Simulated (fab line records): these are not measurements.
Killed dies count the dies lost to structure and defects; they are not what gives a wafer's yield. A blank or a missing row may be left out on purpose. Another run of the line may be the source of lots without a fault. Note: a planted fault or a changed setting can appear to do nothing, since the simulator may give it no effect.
8D (eight disciplines) problem report, filled in by code -- flow berkeley-cmos170 -- the parts of the form that need people (team, actions taken, sign-off) are left out

## 1. THE PROBLEM
Wafers free of any fault read -3 nm (standard deviation 5.2) for PSD_OVL at UCB170_PSD_OVL_MEAS_07, against a mean of -166 nm on 9 wafers of 3 lots. That puts it -31 standard deviations away from the usual mean.
First observed at day 10 13:40: wafer L198.3, on overlay-02. Wafers with a number at this step in the record: 45, from 15 lots. Rule for "out", or "out of limits": more than 4 standard deviations from the usual mean. The rest of the wafers with a number are treated as sound.

## 2. WHAT IT IS; WHAT IT IS NOT
question,is,is not
which readings at this step,PSD_OVL,-
which lots,"L197, L198, L199","L188, L189, L190, L191, L192, L195, L196, L200, L201, L204, L207, L209"
which wafers of those lots,all that have a number,-
read on which gauges,"overlay-01, overlay-02",-
when,from day 10 13:40,"up to then (21 sound wafers); but 15 sound wafers of L200, L201, L204, L207, L209 came after"

## 3. WHAT RULES OUT EACH SUSPECT
Counting: a tool stays on the suspect list if, at a process step up to the reading, it processed all lots that are out and no sound lot following the first of them.
- the gauge at UCB170_PSD_OVL_MEAS_07 is ruled out. Those wafers that are out were read across 2 gauges (overlay-01, overlay-02).
- krf-scanner-02 at UCB170_PSD_EXPOSE_03 (exposes mask PSELECT MOD, target cd 1200 nm): kept. Every lot that is out went through it, starting with L198 (day 10 12:24), and after that it ran no sound lot; the last sound lot it ran before then is L195 (day 9 10:02).
Remaining after the count: krf-scanner-02 at UCB170_PSD_EXPOSE_03.

## 4. THE CAUSE (what the simulator had put in)
Scanner matching overlay: krf-scanner-02, from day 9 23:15 on, at UCB170_PSD_EXPOSE_03. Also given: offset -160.
The count eliminated every tool but this one.

## 5. THE CHAIN OF EFFECTS, in route order
Each row: a reading whose mean over the struck wafers that have a number lies more than 3 standard deviations from the usual. Only readings for which the record gives a usual standard deviation are gone through. hours: the time from each lot's start at the first step in this table that gives one to its start at this step, as a median over the lots. sigmas: the change in usual standard deviations.
hours,step,reading,usual,on struck wafers,change,sigmas
0,UCB170_PSD_OVL_MEAS_07,PSD_OVL,-3 nm,-166,-163,-31
Later measuring or inspecting steps at which every struck wafer that the step has a row for has a number for every such reading, and none has moved that far: UCB170_NSD_TW_MEAS_10.

## 6. HOW IT WOULD HAVE BEEN CAUGHT EARLIER
In this record the first reading out of limits at a measuring or inspecting step was taken at day 10 13:40, 14 hours after the fault began at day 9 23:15.
Lots out: 3; all had begun UCB170_PSD_EXPOSE_03 on krf-scanner-02 by day 10 13:40. Tool hold at that time: it would have spared none of them.
